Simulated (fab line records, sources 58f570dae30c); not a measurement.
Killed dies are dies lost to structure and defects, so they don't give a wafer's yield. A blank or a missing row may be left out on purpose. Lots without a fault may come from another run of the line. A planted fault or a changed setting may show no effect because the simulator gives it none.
Problem report in the 8D (eight disciplines) form, filled by code | flow berkeley_cmos170 | the parts of the form that need people (team, actions taken, sign-off) are left out

1. THE PROBLEM
run_length_s at UCB170_ACTIVE_ETCH_15 reads a mean of 199.0 s on 1 wafer of 1 lot; wafers without a fault read 179.3 s with a standard deviation of 0.46. That is +43 standard deviations from the usual mean.
The step: etches Si3N4 in CH3F/Ar/O2, stops on SiO2, target depth 242 nm, time 151 s.
First seen on wafer L945.3, day 7 19:40, on rie_diel-01. The record holds 39 wafers of 13 lots with a number at this step. Rule for "out", or "out of limits": more than 4 standard deviations from the usual mean. The other wafers with a number count as sound.

2. WHAT IT IS AND WHAT IT IS NOT
question                    | is               | is not
which readings at this step | run_length_s     | chamber_pressure_mTorr, throttle_valve_pct
which lots                  | L945             | L929, L931, L932, L933, L934, L935, L937, L938, L942, L943, L944, L950
which wafers of those lots  | L945.3           | L945.2, L945.5
read on which tools         | rie_diel-01      | rie_diel-02, rie_diel-03
when                        | from day 7 19:40 | up to then (35 sound wafers); but 3 sound wafers of L950 came after

3. SUSPECTS, AND WHAT RULES EACH OUT
Counting: a tool at a process step up to the reading stays a suspect if it ran every lot that is out. Sound lots after the first of them don't rule it out here, since some wafers of a struck lot are sound.
- rie_diel-01 at UCB170_ACTIVE_ETCH_15 (etches Si3N4 in CH3F/Ar/O2, stops on SiO2, target depth 242 nm, time 151 s): kept. It ran the lot that is out, L945 (day 7 19:40); its last sound lot up to then is L944 (day 7 16:38). Its own readings are out on those wafers: run_length_s.
- Within rie_diel-01 at UCB170_ACTIVE_ETCH_15: the wafers that are out ran in chamber 3; their sound lot-mates ran in chamber 2.
Left after counting: rie_diel-01 at UCB170_ACTIVE_ETCH_15.

4. THE CAUSE (what the simulator had put in)
Process parameter drift: rie_diel-01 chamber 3, from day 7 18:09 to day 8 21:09, at UCB170_ACTIVE_ETCH_15. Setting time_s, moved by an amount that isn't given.
Counting left only this tool.

5. THE CHAIN OF EFFECTS, in route order
Each row: a reading whose mean over the struck wafers that have a number lies more than 3 standard deviations from the usual. Only readings for which the record gives a usual standard deviation are gone through. hours: the time from each lot's start at the first step in this table that gives one to its start at this step, as a median over the lots. sigmas: the change in usual standard deviations.
hours | step                   | reading                  | usual      | on struck wafers | change | sigmas
0     | UCB170_ACTIVE_ETCH_15  | oes_product_au           | 0.944 a.u. | 0.889            | -0.055 | -3.9
0     | UCB170_ACTIVE_ETCH_15  | run_length_s             | 179.3 s    | 199.0            | +19.7  | +43
0     | UCB170_ACTIVE_STRIP_16 | strip_time_to_endpoint_s | 18.09 s    | 17.62            | -0.47  | -5.3
The process steps in it:
- UCB170_ACTIVE_ETCH_15: etches Si3N4 in CH3F/Ar/O2, stops on SiO2, target depth 242 nm, time 151 s.
- UCB170_ACTIVE_STRIP_16: strips in O2.
Later measuring or inspecting steps at which every struck wafer that the step has a row for has a number for every such reading, and none has moved that far: UCB170_SPACER_THK_MEAS_01, UCB170_M1_CD_MEAS_90, UCB170_M2_CD_MEAS_15.

6. WHAT WOULD HAVE CAUGHT IT SOONER
In this record the first reading out of limits was taken at day 7 19:40, 2 hours after the fault began at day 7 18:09.
